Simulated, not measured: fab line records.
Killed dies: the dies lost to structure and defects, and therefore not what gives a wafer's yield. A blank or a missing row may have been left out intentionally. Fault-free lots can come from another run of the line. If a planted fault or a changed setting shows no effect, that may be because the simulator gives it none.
A struck lot beside a sound one / flow rit_cmos / 28 out of 202 route steps
Sound: these wafers, L139.1, L139.4, L139.6. Wafers L146.1, L146.3, L146.5 were the ones struck. At the end, the cause is stated.
At each step with rows: each side's tool, then ch and its chambers, then its first start. Under that, the readings that differ: sound wafers / struck wafers / difference of the means / sigmas: that difference in standard deviations of wafers without a fault.
alike: a reading whose means differ by less than 2 such deviations, as well as words and numbers matching on both sides. not compared: withheld readings; readings where some wafer has no value; bounds like >300 that might hide an equal value; numbers whose values overlap and for which the record gives no deviation.
The two part at a step that has a row with sigmas, a row that says differs or no value, or rows on one side only. Numbers that don't overlap but have no deviation are shown without sigmas and don't part them. A reading missing from all wafers of one side parts the sides only when that side holds two or more wafers.

RIT_ACTIVE_BOW_MEAS_00:
  sound: film_metro-03 at day 2 11:00; struck: film_metro-01 at day 3 22:00
  alike: INCOMING_BOW
RIT_ACTIVE_OXIDATION_01: target thk 46.8 nm, ox time 3360 s.
  sound on furnace-04 ch 0, day 2 12:01; struck on furnace-04 ch 0, day 3 23:10
reading=model.SiO2_of_ACTIVE_OXIDATION_01.thk_nm (nm); sound=47.77 46.87 47.28; struck=73.19 72.83 72.41; difference=+25.50; sigmas=
  alike: spike_tc_source_C, tube_center_temp_C
RIT_ACTIVE_THK_MEAS_02:
  sound: film_metro-01 at day 2 13:56; struck: film_metro-04 at day 4 01:05
reading=ACTIVE_OXIDE_THK (nm); sound=47.8 46.8 47.3; struck=73.2 72.8 72.4; difference=+25.5; sigmas=+29
then, 1 step without rows for these wafers: RIT_ACTIVE_CVD_03 (deposits Si3N4 from SiH2Cl2/NH3, target thk 150 nm, time 1500 s).
RIT_ACTIVE_THK_MEAS_04:
  sound: film_metro-04 at day 2 15:25; struck: film_metro-04 at day 4 02:34
  alike: ACTIVE_NITRIDE_THK
then, 6 steps without rows for these wafers: RIT_ACTIVE_HMDS_05 (prime time 60 s); RIT_ACTIVE_COAT_06 (resist thk 1000 nm); RIT_ACTIVE_SOFTBAKE_07 (time 60 s); RIT_ACTIVE_EXPOSE_08 (exposes mask M1, target cd 1400 nm); RIT_ACTIVE_PEB_09; RIT_ACTIVE_DEVELOP_10 (develop time 50 s).
RIT_ACTIVE_CD_MEAS_11: the cd target is 1400 nm.
  sound: cd_sem-01 at day 2 16:34; struck: cd_sem-02 at day 4 03:46
  alike: cd_nm
then, 1 step without rows for these wafers: RIT_ACTIVE_HARDBAKE_12 (time 60 s).
RIT_ACTIVE_ETCH_13: etches Si3N4 in SF6, stops on SiO2, time 210 s, target depth 210 nm.
  sound on rie_diel-04 ch 0,1,2, day 2 16:50; struck on rie_diel-04 ch 0,3, day 4 04:02
  alike: SF6_flow_sccm, drypump_motor_current_A, oes_product_au, throttle_valve_pct
  not compared: rf_hours_counter_h
RIT_ACTIVE_STRIP_14: strips in O2, time 180 s.
  sound on plasma_asher-02 ch 0, day 2 16:58; struck on plasma_asher-02 ch 0,1, day 4 04:10
  alike: drypump_motor_current_A
  not compared: rf_hours_counter_h
RIT_ACTIVE_CD_MEAS_90: the cd target is 1400 nm.
  sound: cd_sem-02 at day 2 17:08; struck: cd_sem-02 at day 4 04:20
  alike: cd_nm
then, 4 steps without rows for these wafers: RIT_ACTIVE_CLEAN_15 (cleans in SC1, time 600 s); RIT_ACTIVE_CLEAN_16 (cleans in dHF, time 30 s); RIT_ACTIVE_CLEAN_17 (cleans in SC2, time 600 s); RIT_FOX1_OXIDATION_00 (target thk 350.7 nm, ox time 1130 s).
RIT_FOX1_THK_MEAS_01:
  sound: film_metro-04 at day 2 20:23; struck: film_metro-02 at day 4 06:09
  alike: FOX1_OXIDE_THK
then, 2 steps without rows for these wafers: RIT_FOX1_WET_ETCH_02 (etches SiO2 in BOE, target depth 350 nm, time 390 s); RIT_FOX2_OXIDATION_00 (target thk 350.7 nm, ox time 1130 s).
RIT_FOX2_THK_MEAS_01:
  sound: film_metro-01 at day 2 21:53; struck: film_metro-01 at day 4 07:38
  alike: FOX2_OXIDE_THK
then, 1 step without rows for these wafers: RIT_FOX2_CLEAN_02 (cleans in dHF, time 180 s).
RIT_FOX2_WET_ETCH_03: etches Si3N4 in H3PO4, target depth 195 nm, time 2700 s.
  sound on wet_bench-04 ch 2, day 2 22:00; struck on wet_bench-03 ch 0, day 4 07:45
reading=temp_c (C); sound=164.72 164.78 164.57; struck=165.23 164.94 165.10; difference=+0.40; sigmas=+3
reading=model.SiO2_of_ACTIVE_OXIDATION_01.thk_nm (nm); sound=42.35 40.13 41.91; struck=64.92 62.33 62.04; difference=+21.63; sigmas=
RIT_FOX2_THK_MEAS_90:
  sound: film_metro-02 at day 2 22:46; struck: film_metro-01 at day 4 08:31
  alike: FIELD_OXIDE_LEFT_1_THK
RIT_M1_PROBE_99:
  sound: prober-01 at day 4 18:45; struck: prober-02 at day 6 02:36
reading=killed_short; sound=1 1 3; struck=4 2 10; difference=+4; sigmas=+2
reading=model.etest.pldd.width_nm (nm); sound=3197 3187 3168; struck=2756 2756 2767; difference=-424; sigmas=
reading=model.etest.nldd.width_nm (nm); sound=3201 3198 3190; struck=2722 2779 2747; difference=-447; sigmas=
reading=model.etest.nmos_0p3.r_on_ohm_um; sound=2224 2196 2206; struck=2374 2368 2354; difference=+157; sigmas=
reading=model.etest.pplus_sal.width_nm (nm); sound=3466 3456 3444; struck=3294 3326 3305; difference=-147; sigmas=
reading=model.etest.nplus_sal.width_nm (nm); sound=3449 3484 3462; struck=3280 3326 3314; difference=-158; sigmas=
reading=model.etest.nmos_narrow.drive_ua_um; sound=218.4 220.6 222.6; struck=119.8 126.8 122.1; difference=-97.6; sigmas=
reading=model.etest.pmos_narrow.drive_ua_um; sound=100.3 100.8 102; struck=58.48 60.48 59.39; difference=-41.58; sigmas=
reading=model.etest.nmos_0p15.drive_ua_um; sound=433.4 443.9 445.6; struck=416.2 412.1 413.4; difference=-27.1; sigmas=
  alike: killed_at_contacts, killed_at_front_end, killed_dies, killed_open

WHERE THEY PART
At RIT_ACTIVE_THK_MEAS_02 first; at RIT_M1_PROBE_99 last (within this record only).

WHY: the cause the simulator had injected
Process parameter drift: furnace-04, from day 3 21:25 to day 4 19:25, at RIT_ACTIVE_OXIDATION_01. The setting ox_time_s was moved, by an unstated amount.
